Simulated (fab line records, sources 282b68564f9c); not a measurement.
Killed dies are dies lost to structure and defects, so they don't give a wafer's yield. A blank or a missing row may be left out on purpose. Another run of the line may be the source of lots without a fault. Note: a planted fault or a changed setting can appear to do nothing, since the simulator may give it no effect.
Check of tool commonality + flow rit-cmos + Sampled: 15 lots, 45 wafers

WHAT PROMPTED THE OPENING
Of 15 lots, 3 have the reading ACTIVE_NITRIDE_THK flagged at RIT_ACTIVE_THK_MEAS_04. Fault-free wafers read 149.7 nm, with a standard deviation of 1.5.
Rule: a lot gets a flag if all its wafers with a number sit over 4 standard deviations from that mean, or if no wafer of it has a number. The other lots count as sound.

| lot  | measured    | on            | ACTIVE_NITRIDE_THK (nm), wafer by wafer | flag    |
|------|-------------|---------------|-----------------------------------------|---------|
| L913 | day 1 13:32 | film-metro-04 | 148.7 148.4 147.7                       |         |
| L914 | day 1 18:46 | film-metro-03 | 148.7 150.3 149.9                       |         |
| L915 | day 2 01:57 | film-metro-03 | 149.8 149.6 148.8                       |         |
| L916 | day 2 05:15 | film-metro-02 | 148.9 150.1 150.8                       |         |
| L918 | day 2 15:56 | film-metro-04 | 184.6 185.4 183.6                       | FLAGGED |
| L919 | day 2 19:33 | film-metro-03 | 182.2 182.5 182.1                       | FLAGGED |
| L920 | day 3 01:19 | film-metro-04 | 184.5 184.0 182.8                       | FLAGGED |
| L926 | day 4 06:45 | film-metro-03 | 148.3 148.1 148.1                       |         |
| L928 | day 4 16:59 | film-metro-03 | 150.7 149.5 150.8                       |         |
| L931 | day 5 07:49 | film-metro-04 | 147.2 147.1 147.6                       |         |
| L932 | day 5 12:46 | film-metro-02 | 151.7 152.0 150.5                       |         |
| L933 | day 5 17:40 | film-metro-04 | 150.7 152.1 151.2                       |         |
| L934 | day 5 22:32 | film-metro-02 | 148.4 148.8 147.5                       |         |
| L935 | day 6 03:32 | film-metro-02 | 153.3 154.7 153.2                       |         |
| L936 | day 6 09:22 | film-metro-02 | 148.3 147.4 147.8                       |         |
Average over the flagged lots: 183.5 nm; offset from the usual +33.8 nm, equal to +23 standard deviations.

LOT BY LOT: THE TOOL USED
The record holds 1 process step before the reading, out of a route of 202 steps. Cell contents, in order: the tool; ch with the chambers the sampled wafers went through; the start.
| lot  | flag    | RIT_ACTIVE_CVD_03          |
|------|---------|----------------------------|
| L913 |         | lpcvd-01 ch 1, day 1 12:07 |
| L914 |         | lpcvd-02 ch 1, day 1 17:21 |
| L915 |         | lpcvd-01 ch 0, day 2 00:32 |
| L916 |         | lpcvd-01 ch 0, day 2 03:07 |
| L918 | FLAGGED | lpcvd-01 ch 1, day 2 14:31 |
| L919 | FLAGGED | lpcvd-01 ch 0, day 2 18:07 |
| L920 | FLAGGED | lpcvd-01 ch 1, day 2 23:53 |
| L926 |         | lpcvd-02 ch 0, day 4 05:19 |
| L928 |         | lpcvd-02 ch 0, day 4 15:34 |
| L931 |         | lpcvd-01 ch 1, day 5 06:24 |
| L932 |         | lpcvd-01 ch 1, day 5 11:20 |
| L933 |         | lpcvd-01 ch 0, day 5 16:15 |
| L934 |         | lpcvd-02 ch 0, day 5 21:07 |
| L935 |         | lpcvd-01 ch 0, day 6 02:07 |
| L936 |         | lpcvd-02 ch 1, day 6 07:56 |
What these steps do:
- RIT_ACTIVE_CVD_03: deposits Si3N4 from SiH2Cl2/NH3, target thk 150 nm, time 1500 s.
- RIT_ACTIVE_THK_MEAS_04

FLAGGED OVER TOTAL, TOOL BY TOOL (the gauges that took the reading come last)
| step                   | tool          | lots run | flagged | share of the flagged lots | sound lots run after its first flagged lot |
|------------------------|---------------|----------|---------|---------------------------|--------------------------------------------|
| RIT_ACTIVE_CVD_03      | lpcvd-01      | 10       | 3       | all                       | 4 (L931,L932,L933,L935)                    |
| RIT_ACTIVE_CVD_03      | lpcvd-02      | 5        | 0       | none                      | -                                          |
| RIT_ACTIVE_THK_MEAS_04 | film-metro-02 | 5        | 0       | none                      | -                                          |
| RIT_ACTIVE_THK_MEAS_04 | film-metro-03 | 5        | 1       | some                      | 2 (L926,L928)                              |
| RIT_ACTIVE_THK_MEAS_04 | film-metro-04 | 5        | 2       | some                      | 2 (L931,L933)                              |

WHAT THE TABLE PERMITS
In the table, 1 row covers all flagged lots: lpcvd-01 at RIT_ACTIVE_CVD_03.
- lpcvd-01 at RIT_ACTIVE_CVD_03: 3 of its 10 lots flagged. Sound lots followed the first flagged one (L931, L932, L933, L935) on it, something a lasting fault affecting the whole tool could not allow. Its own readings lie more than 4 standard deviations out on every wafer of the flagged lots: spike-tc-centre-C.
Not one row of the table ran every flagged lot while running no sound lot after the first.

WHAT HAD BEEN PUT IN BY THE SIMULATOR
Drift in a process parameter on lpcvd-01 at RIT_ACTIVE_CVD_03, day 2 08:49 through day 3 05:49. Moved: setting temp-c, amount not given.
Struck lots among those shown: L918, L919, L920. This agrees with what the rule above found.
